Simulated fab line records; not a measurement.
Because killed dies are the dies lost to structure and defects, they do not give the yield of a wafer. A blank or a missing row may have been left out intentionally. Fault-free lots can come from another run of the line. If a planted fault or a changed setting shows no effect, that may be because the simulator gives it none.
fab line records	flow berkeley-cmos170
record: lots: 15	wafers: 45	last-day: 12
route steps=331 shown NWELL@22 FIELD@96 PSD@184
lots with no fault: from the same line, run without faults
start-h: start of the lot's first displayed wafer, in hours after the record's first day	wait-h: hours since the lot's step before	" unchanged from the row above	L1.1+2: several wafers, shown together as one row	- either no value or no given start	* or withheld: withheld	< > ~ a bound
route shown NAME@n: NAME is a module with steps in the file, n the number in the route of the first one	usual: mean/standard deviation taken from wafers without a fault	same: alike in all rows	chamber/n: place in a boat	sites: the reading at each site	_std_site: how widely they spread, as a standard deviation	_edge_site: mean of outer sites minus mean of inner sites	radius-mm: for every site, how far away it sits from the centre of the wafer	mask NAME#n: copy n	behind: the tool/chamber that last shaped the wafer	hold: why the lot went on hold/how many hours it stayed there/how the hold came to an end	device: names the non-switching transistor (n, p or np)	end of line: the same wafers' tests at the end of the route	for a step that has no rows: nothing shown but its recipe	killed: not the wafer's yield, but the dies lost to structure and defects at the first sort	map: shows each die of a wafer: x if killed, . if not, _ if none is there
set.NAME: the setting that was run; set.NAME@STEP: the one run at that earlier step	model.NAME: the simulator's own value behind a step, which no gauge read
one table for each step of the route and one row for each wafer, over a sample of lots
services: from which hour (start-h, from the record's first day; less than 0 if before it) a tool's chamber was out of use, for how many hours, and why
== steps ==
step: UCB170_NWELL_SOFTBAKE_08
recipe: resist: KrF	temp-c: 130	time-s: 60
usual: run-length-s: 89.13/0.13
lot.wafer	tool	chamber	start-h	wait-h	run-length-s
L644.2	litho-track-03	0	29.07	0.1	88.96
L644.3	"	0	"	"	89.07
L644.5	"	0	"	"	89.24
L645.2	litho-track-01	0	38.44	0.1	89.15
L645.4	"	0	"	"	89.15
L645.6	"	0	"	"	89.08
L646.3	litho-track-04	0	42.41	0.1	89.16
L646.4	"	0	"	"	89.33
L646.5	"	0	"	"	89.14
L649.2	litho-track-03	0	62.05	0.1	106.88
L649.4	"	0	"	"	107.14
L649.5	"	0	"	"	106.90
L652.1	litho-track-04	0	68.98	0.1	89.20
L652.2	"	0	"	"	89.26
L652.5	"	0	"	"	89.21
L653.1	litho-track-03	0	76.02	0.1	106.98
L653.3	"	0	"	"	106.95
L653.5	"	0	"	"	107.00
L655.1	litho-track-03	0	86.22	0.1	106.88
L655.2	"	0	"	"	107.30
L655.5	"	0	"	"	106.97
L656.4	litho-track-04	0	86.28	0.1	89.00
L656.5	"	0	"	"	89.01
L656.6	"	0	"	"	89.33
L657.1	litho-track-04	0	94.21	0.1	89.03
L657.3	"	0	"	"	89.23
L657.5	"	0	"	"	89.11
L659.1	litho-track-01	0	100.29	0.1	89.29
L659.3	"	0	"	"	89.30
L659.6	"	0	"	"	89.08
L662.2	litho-track-01	0	119.30	0.1	89.08
L662.4	"	0	"	"	89.11
L662.6	"	0	"	"	89.38
L663.1	litho-track-04	0	130.01	0.1	89.47
L663.2	"	0	"	"	89.19
L663.3	"	0	"	"	89.23
L665.2	litho-track-04	0	138.35	0.1	89.01
L665.3	"	0	"	"	89.02
L665.4	"	0	"	"	89.12
L667.1	litho-track-03	0	146.91	0.1	89.06
L667.3	"	0	"	"	89.12
L667.6	"	0	"	"	89.09
L666.3	litho-track-04	0	146.99	0.1	89.23
L666.5	"	0	"	"	89.10
L666.6	"	0	"	"	89.17
step: UCB170_NWELL_STRIP_15
recipe: chemistry: O2	power-w: 400	pressure-mtorr: 3500	platen-temp-c: withheld	o2-flow-sccm: 400	overash-fraction: 0.5
usual: drypump-motor-current-A: 5.8/0.44	oes-product-au: 0.721/0.0048	strip-time-to-endpoint-s: 18.06/0.09
lot.wafer	tool	chamber	start-h	wait-h	drypump-motor-current-A	oes-product-au	rf-hours-counter-h	strip-time-to-endpoint-s
L644.2	plasma-asher-01	0	30.00	0.1	6.1	0.725	34	17.97
L644.3	"	0	"	"	6.1	0.722	-	18.13
L644.5	"	0	"	"	6.0	0.719	-	17.93
L645.2	plasma-asher-01	1	39.25	0.1	6.1	0.722	35	18.17
L645.4	"	1	"	"	6.1	0.722	-	18.10
L645.6	"	0	"	"	6.0	0.727	-	18.15
L646.3	plasma-asher-04	1	43.35	0.1	5.3	0.713	-	17.99
L646.4	"	0	"	"	5.6	0.724	-	18.07
L646.5	"	0	"	"	5.5	0.718	-	18.10
L649.2	plasma-asher-04	0	62.98	0.1	5.5	0.717	33	17.91
L649.4	"	0	"	"	5.6	0.720	-	18.04
L649.5	"	0	"	"	5.6	0.719	-	18.03
L652.1	plasma-asher-03	1	69.85	0.1	6.2	0.729	37	18.12
L652.2	"	0	"	"	5.0	0.720	37	18.13
L652.5	"	1	"	"	6.2	0.716	-	18.25
L653.1	plasma-asher-01	1	77.01	0.1	6.1	0.729	39	17.96
L653.3	"	1	"	"	6.1	0.721	-	17.95
L653.5	"	0	"	"	6.1	0.710	-	17.93
L656.4	plasma-asher-03	0	87.07	0.1	5.0	0.714	-	18.14
L656.5	"	0	"	"	5.0	0.717	-	18.21
L656.6	"	1	"	"	6.2	0.729	-	18.03
L655.1	plasma-asher-01	0	87.27	0.1	6.1	0.723	40	18.14
L655.2	"	1	"	"	6.1	0.725	40	17.90
L655.5	"	0	"	"	6.1	0.713	-	18.06
L657.1	plasma-asher-03	0	95.17	0.1	4.9	0.720	40	17.93
L657.3	"	1	"	"	6.2	0.718	-	17.95
L657.5	"	0	"	"	5.0	0.710	-	17.97
L659.1	plasma-asher-01	0	101.43	0.1	6.0	0.722	42	18.05
L659.3	"	0	"	"	6.1	0.717	-	18.11
L659.6	"	1	"	"	6.1	0.718	-	18.01
L662.2	plasma-asher-04	1	120.51	0.1	5.3	0.717	35	17.93
L662.4	"	1	"	"	5.3	0.722	-	18.03
L662.6	"	0	"	"	5.6	0.720	-	17.97
L663.1	plasma-asher-04	1	131.28	0.1	5.3	0.723	36	18.17
L663.2	"	0	"	"	5.6	0.720	36	17.98
L663.3	"	1	"	"	5.3	0.732	-	18.12
L665.2	plasma-asher-01	0	139.15	0.1	6.1	0.722	48	18.13
L665.3	"	0	"	"	6.1	0.713	-	18.03
L665.4	"	1	"	"	6.1	0.726	-	18.17
L667.1	plasma-asher-04	0	147.87	0.1	5.6	0.720	38	18.04
L667.3	"	1	"	"	5.3	0.721	-	17.96
L667.6	"	1	"	"	5.3	0.724	-	18.15
L666.3	plasma-asher-04	0	148.47	0.1	5.5	0.715	-	17.95
L666.5	"	1	"	"	5.3	0.721	-	18.12
L666.6	"	0	"	"	5.6	0.725	-	18.02
step: UCB170_FIELD_THK_MEAS_90
recipe: reads: SiO2_of_FIELD_OXIDATION_01
usual: FIELD_OXIDE_LEFT_1_THK: 442/13
lot.wafer	tool	chamber	start-h	wait-h	FIELD_OXIDE_LEFT_1_THK[nm]
L644.2	film-metro-04	-	96.31	0.0	430
L644.3	"	-	"	"	443
L644.5	"	-	"	"	445
L645.2	film-metro-04	-	107.07	0.0	456
L645.4	"	-	"	"	448
L645.6	"	-	"	"	462
L646.3	film-metro-03	-	107.08	0.0	456
L646.4	"	-	"	"	456
L646.5	"	-	"	"	456
L649.2	film-metro-01	-	117.01	0.0	444
L649.4	"	-	"	"	439
L649.5	"	-	"	"	443
L652.1	film-metro-04	-	130.15	0.0	453
L652.2	"	-	"	"	466
L652.5	"	-	"	"	460
L653.1	film-metro-01	-	138.37	0.0	443
L653.3	"	-	"	"	443
L653.5	"	-	"	"	441
L655.1	film-metro-03	-	151.66	0.0	445
L655.2	"	-	"	"	438
L655.5	"	-	"	"	448
L656.4	film-metro-01	-	151.69	0.0	443
L656.5	"	-	"	"	440
L656.6	"	-	"	"	443
L657.1	film-metro-01	-	155.52	0.0	436
L657.3	"	-	"	"	437
L657.5	"	-	"	"	442
L659.1	film-metro-01	-	167.39	0.0	451
L659.3	"	-	"	"	447
L659.6	"	-	"	"	459
L662.2	film-metro-01	-	182.12	0.0	425
L662.4	"	-	"	"	430
L662.6	"	-	"	"	430
L663.1	film-metro-03	-	207.08	0.0	452
L663.2	"	-	"	"	456
L663.3	"	-	"	"	448
L665.2	film-metro-04	-	207.09	0.0	422
L665.3	"	-	"	"	421
L665.4	"	-	"	"	424
L667.1	film-metro-04	-	219.53	0.0	420
L667.3	"	-	"	"	422
L667.6	"	-	"	"	428
L666.3	film-metro-04	-	219.61	0.1	431
L666.5	"	-	"	"	438
L666.6	"	-	"	"	445
step: UCB170_PSD_STRIP_09
recipe: chemistry: O2	power-w: 400	pressure-mtorr: 3500	platen-temp-c: withheld	o2-flow-sccm: 400	overash-fraction: 0.5
usual: drypump-motor-current-A: 5.6/0.41	oes-product-au: 0.600/0.0049	strip-time-to-endpoint-s: 29.43/0.091
lot.wafer	tool	chamber	start-h	wait-h	drypump-motor-current-A	oes-product-au	rf-hours-counter-h	strip-time-to-endpoint-s
L644.2	plasma-asher-02	0	140.92	0.1	5.0	0.601	34	29.41
L644.3	"	0	"	"	5.0	0.599	-	29.51
L644.5	"	1	"	"	5.3	0.602	-	29.41
L645.2	plasma-asher-02	0	148.66	0.1	5.1	0.601	35	29.37
L645.4	"	0	"	"	5.0	0.609	-	29.39
L645.6	"	0	"	"	5.0	0.603	-	29.42
L646.3	plasma-asher-01	0	148.97	0.1	6.1	0.604	-	29.37
L646.4	"	1	"	"	6.1	0.605	-	29.47
L646.5	"	1	"	"	6.1	0.605	-	29.52
L649.2	plasma-asher-01	0	158.23	0.1	6.1	0.596	50	29.23
L649.4	"	1	"	"	6.1	0.597	-	29.27
L649.5	"	0	"	"	6.0	0.605	-	29.21
L652.1	plasma-asher-04	1	167.17	0.1	5.3	0.598	40	29.40
L652.2	"	0	"	"	5.5	0.600	40	29.34
L652.5	"	1	"	"	5.3	0.591	-	29.31
L653.1	plasma-asher-02	0	184.71	0.1	5.0	0.601	39	29.59
L653.3	"	0	"	"	5.1	0.596	-	29.57
L653.5	"	1	"	"	5.2	0.602	-	29.63
L655.1	plasma-asher-01	0	203.73	0.1	6.1	0.600	54	29.47
L655.2	"	1	"	"	6.1	0.609	54	29.49
L655.5	"	0	"	"	6.1	0.604	-	29.43
L657.1	plasma-asher-04	0	203.85	0.1	5.6	0.595	44	29.41
L657.3	"	0	"	"	5.6	0.600	-	29.49
L657.5	"	0	"	"	5.6	0.605	-	29.53
L656.4	plasma-asher-01	0	204.00	0.1	6.1	0.603	-	29.30
L656.5	"	1	"	"	6.1	0.598	-	29.40
L656.6	"	0	"	"	6.1	0.608	-	29.28
L659.1	plasma-asher-02	1	220.67	0.1	5.3	0.593	42	29.42
L659.3	"	1	"	"	5.3	0.596	-	29.44
L659.6	"	1	"	"	5.3	0.592	-	29.42
L662.2	plasma-asher-01	0	235.89	0.1	6.1	0.595	58	29.29
L662.4	"	0	"	"	6.0	0.601	-	29.31
L662.6	"	0	"	"	6.1	0.594	-	29.34
L663.1	plasma-asher-04	1	248.79	0.1	5.3	0.608	49	29.49
L663.2	"	0	"	"	5.5	0.596	49	29.48
L663.3	"	1	"	"	5.3	0.600	-	29.45
L665.2	plasma-asher-01	1	250.61	0.1	6.1	0.606	59	29.48
L665.3	"	0	"	"	6.1	0.596	-	29.48
L665.4	"	1	"	"	6.1	0.607	-	29.48
L667.1	plasma-asher-04	0	257.20	0.1	5.5	0.602	50	29.45
L667.3	"	1	"	"	5.3	0.599	-	29.47
L667.6	"	1	"	"	5.3	0.595	-	29.48
L666.3	plasma-asher-01	0	257.44	0.1	6.0	0.595	-	29.49
L666.5	"	1	"	"	6.1	0.599	-	29.48
L666.6	"	0	"	"	6.1	0.598	-	29.61
== services ==
tool	chamber	start-h	hours	kind
plasma-asher-02	-	49.95	11.3	repair
plasma-asher-03	-	75.22	1.8	repair
plasma-asher-04	-	78.17	8.2	repair
plasma-asher-04	-	78.69	38.2	repair
plasma-asher-03	-	108.75	9.0	pm
plasma-asher-03	0	108.75	9.0	vent-cycle
plasma-asher-03	1	108.75	9.0	vent-cycle
plasma-asher-01	-	116.88	0.9	repair
plasma-asher-03	0	117.75	-	clean
plasma-asher-03	1	117.75	-	clean
plasma-asher-02	-	202.30	3.2	repair
plasma-asher-03	-	248.39	6.6	repair
plasma-asher-01	-	249.16	1.2	repair
plasma-asher-03	-	250.81	5.1	repair
== key ==
first-sign: step: UCB170_NWELL_SOFTBAKE_08	reading: run-length-s	direction: up	sigmas: 99+	usual: *	struck: *
effect none on later readings
met-at UCB170_NWELL_SOFTBAKE_08
struck-lots L649,L653,L655
tester-left-out L649,L653,L655
not-acting-at UCB170_NWELL_STRIP_15,UCB170_FIELD_THK_MEAS_90,UCB170_PSD_STRIP_09
onset-between 29.07 62.05
fault: kind: process-parameter-drift	tool: litho-track-03	chamber: -	onset-h: 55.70	steps: UCB170_NWELL_SOFTBAKE_08	channel: time-s	offset: *	shape: step	end-h: 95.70	acts-in: *	stated: *
tester-left-out: of these lots the tester's yield and bins aren't shown, on N5 and GAA mostly nor the transistor test; their killed dies are dies lost to structure and defects alone, not to doping, threshold or leakage, so they don't give the yield
